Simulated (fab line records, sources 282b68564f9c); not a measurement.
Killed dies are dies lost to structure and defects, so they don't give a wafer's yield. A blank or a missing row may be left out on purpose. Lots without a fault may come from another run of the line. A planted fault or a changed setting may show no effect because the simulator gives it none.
One fault seen from 2 desks | flow rit_cmos | each desk has only its own numbers; what lay behind them comes last

THE TOOL OWNER'S DESK: implanter-01
The tool's own readings at RIT_NRETRO_IMPLANT_08: means of the sampled wafers that have a number, for each lot that ran on this tool. A lot is out of limits, marked OUT, if its mean lies more than 4 standard deviations from the usual mean; the brackets give that distance.
Columns: A = dose_ions_cm2 at RIT_NRETRO_IMPLANT_08, usual 9.996e+12; B = faraday_current_uA at RIT_NRETRO_IMPLANT_08, usual 31.7
lot  | first seen here | A                           | B
L667 | day 3 00:43     | 9.991e+12                   | 31.8
L668 | day 3 06:41     | 9.984e+12                   | 31.9
L669 | day 3 10:25     | 7.793e+12 (-99 or more) OUT | 25.3 (-9.4) OUT
L672 | day 4 03:32     | 7.805e+12 (-99 or more) OUT | 24.9 (-10) OUT
This desk's finding: out of limits on L669, L672; first on L669, day 3 10:25 (dose_ions_cm2 at RIT_NRETRO_IMPLANT_08). In limits: L667, L668.

THE METROLOGY DESK
What the gauges read, lot by lot, whatever tool the lot ran on: means of the sampled wafers that have a number. A lot is out of limits, marked OUT, if its mean lies more than 4 standard deviations from the usual mean; the brackets give that distance.
Columns: A = NRETRO_TW at RIT_NRETRO_TW_MEAS_10, usual 1048
lot  | first seen here | A
L664 | day 2 06:18     | 1054
L665 | day 2 12:59     | 1052
L667 | day 3 01:01     | 1042
L668 | day 3 06:58     | 1060
L669 | day 3 10:46     | 970 (-7.8) OUT
L670 | day 3 14:42     | 1058
L672 | day 4 03:51     | 970 (-7.8) OUT
L674 | day 4 09:45     | 1036
L679 | day 5 11:02     | 1035
L681 | day 5 19:22     | 1056
L682 | day 6 01:40     | 1057
L684 | day 6 12:40     | 1034
L685 | day 6 17:40     | 1033
L686 | day 7 00:55     | 1052
This desk's finding: out of limits on L669, L672; first on L669, day 3 10:46 (NRETRO_TW at RIT_NRETRO_TW_MEAS_10). In limits: L664, L665, L667, L668, L670, L674, L679, L681, L682, L684, L685, L686.

PUT TOGETHER
The tool owner's desk could have raised an alarm at day 3 10:25, on L669, L672.
The metrology desk could have raised an alarm at day 3 10:46, on L669, L672.
Of the lots named, all ran RIT_NRETRO_IMPLANT_08 on implanter-01.

WHAT THE SIMULATOR HAD PUT IN
Process parameter drift: implanter-01, from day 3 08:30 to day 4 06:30, at RIT_NRETRO_IMPLANT_08. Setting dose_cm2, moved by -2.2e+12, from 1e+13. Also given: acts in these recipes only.
Lots struck among those shown: L669, L672.
Hours from the fault's start to each desk's first reading out of limits: the tool owner's desk, 2; the metrology desk, 2.
